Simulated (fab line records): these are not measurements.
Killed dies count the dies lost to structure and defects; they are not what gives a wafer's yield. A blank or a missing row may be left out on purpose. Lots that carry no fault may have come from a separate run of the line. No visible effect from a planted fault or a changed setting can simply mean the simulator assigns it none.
8D (eight disciplines) problem report, filled in by code | flow berkeley_cmos170 | the parts of the form that need people (team, actions taken, sign-off) are left out

1. THE PROBLEM
Across 9 wafers from 3 lots, NVT_TW at UCB170_NVT_TW_MEAS_09 averages 566.0, while fault-free wafers read 525.2 with a standard deviation of 2.2. That puts it +19 standard deviations away from the usual mean.
The first sign was on wafer L505.2 at day 8 21:43, on film_metro-04. Wafers with a number at this step in the record: 45, from 15 lots. Rule for "out", or "out of limits": more than 4 standard deviations from the usual mean. Any other wafer with a number is counted as sound.

2. WHAT THIS IS AND IS NOT
question                    | is                           | is not
which readings at this step | NVT_TW                       | -
which lots                  | L505, L507, L508             | L494, L495, L496, L497, L498, L500, L501, L503, L512, L513, L514, L516
which wafers of those lots  | all that have a number       | -
read on which gauges        | film_metro-01, film_metro-04 | film_metro-03
when                        | from day 8 21:43             | up to then (24 sound wafers); but 12 sound wafers of L512, L513, L514, L516 came after

3. SUSPECTS, AND WHAT RULES EACH OUT
Counting: a tool at any process step up to the reading remains a suspect when it ran all the lots that are out and ran no sound lot after the first of those.
- the gauge at UCB170_NVT_TW_MEAS_09 has been ruled out. Those wafers that are out were read across 2 gauges (film_metro-01, film_metro-04).
- implanter-03 at UCB170_NVT_IMPLANT_07: kept. Every lot that is out went through it, starting with L505 (day 8 21:28), and after that it ran no sound lot; the last sound lot it ran before then is L501 (day 8 01:29). Its own beam_energy_keV readings are out on those wafers.
Remaining after the count: implanter-03 at UCB170_NVT_IMPLANT_07.

4. THE CAUSE (what the simulator had put in)
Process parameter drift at UCB170_NVT_IMPLANT_07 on implanter-03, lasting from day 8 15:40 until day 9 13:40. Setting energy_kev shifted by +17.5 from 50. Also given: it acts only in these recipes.
The count eliminated every tool but this one.

5. THE EFFECT CHAIN, in route order
Rows list readings where the struck wafers' mean (over those with a number) sits beyond 3 standard deviations from the usual. Scope: only readings with a usual standard deviation given in the record; hours: median across lots of the time from each lot's start at the first step in this table that gives one to its start at this step; sigmas: change in usual standard deviations.
hours | step                  | reading         | usual  | on struck wafers | change  | sigmas
0     | UCB170_NVT_IMPLANT_07 | beam_energy_keV | 49.998 | 67.496           | +17.498 | +99 or more
0     | UCB170_NVT_TW_MEAS_09 | NVT_TW          | 525.2  | 566.0            | +40.8   | +19
Process steps it contains:
- UCB170_NVT_IMPLANT_07
At these later measuring or inspecting steps, every struck wafer for which the step has a row has a number for every such reading, and none has moved that far: UCB170_V1_CD_MEAS_90, UCB170_M2_OVL_MEAS_16.

6. WHAT WOULD HAVE CAUGHT IT SOONER
In this record the first reading out of limits at a measuring or inspecting step was taken at day 8 21:43, 6 hours after the fault began at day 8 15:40.
Tool's own readings at UCB170_NVT_IMPLANT_07, beam_energy_keV: out on all struck wafers the step has rows for; an alarm limit on them would have tripped on the first.
Of the lots that are out (3), L508, L507 began UCB170_NVT_IMPLANT_07 on implanter-03 after day 8 21:43. A hold on the tool at that time would have spared those 2.
